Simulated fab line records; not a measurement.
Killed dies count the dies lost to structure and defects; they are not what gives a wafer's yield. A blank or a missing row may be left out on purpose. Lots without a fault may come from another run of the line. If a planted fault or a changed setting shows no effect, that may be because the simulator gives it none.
Which tool is to blame?	flow berkeley cmos170	route of 331 steps, sampled at 1 step: 12 lots, 36 wafers

WHAT THE GAUGES SHOWED, per wafer
UCB170_ACTIVE_CD_MEAS_90: the cd target is 1200 nm.
lot	measured	on	cd nm (nm)
L074	day 4 08:09	cd sem-02	1200.9 1200.1 1200.2
L076	day 4 17:38	cd sem-01	1198.7 1199.0 1198.8
L079	day 5 07:12	cd sem-02	1199.2 1199.6 1198.2
L082	day 5 23:34	cd sem-01	1199.2 1199.5 1198.3
L083	day 6 06:01	cd sem-02	1195.7 1197.4 1197.2
L085	day 6 10:04	cd sem-01	1197.3 1198.4 1199.2
L088	day 7 02:49	cd sem-01	1199.2 1198.5 1198.6
L090	day 7 13:27	cd sem-02	1201.0 1200.8 1199.3
L091	day 7 13:40	cd sem-02	1200.4 1200.4 1198.8
L093	day 8 08:03	cd sem-01	1200.6 1200.7 1199.7
L095	day 8 17:19	cd sem-01	1200.7 1200.4 1199.2
L097	day 8 23:49	cd sem-01	1202.4 1200.4 1202.2

TOOL THAT RAN EACH LOT (tool first, then ch and the chambers of the sampled wafers, then the start)
No process step before these readings appears in the record.

THE ANSWER, worked out from the rows above alone
Rule: the lots themselves supply what counts as usual. The widest of any qualifying gaps counts: lots, ordered by their means at a reading, are off when they make up no more than a third of the lots, leave a main group of 4 or more, and stand apart from it by 3 or more times the standard deviation of that group's means. If all means in a main group match to the digits the tables above print for the reading, that group is not used. Also off: a lot with no number at a reading for which 4 or more lots have one. Where the step has rows for the other lots, those lots are counted as sound.
Across all readings shown, no lot is off: no conclusion can be drawn from this.

WHAT WAS PUT IN BY THE SIMULATOR
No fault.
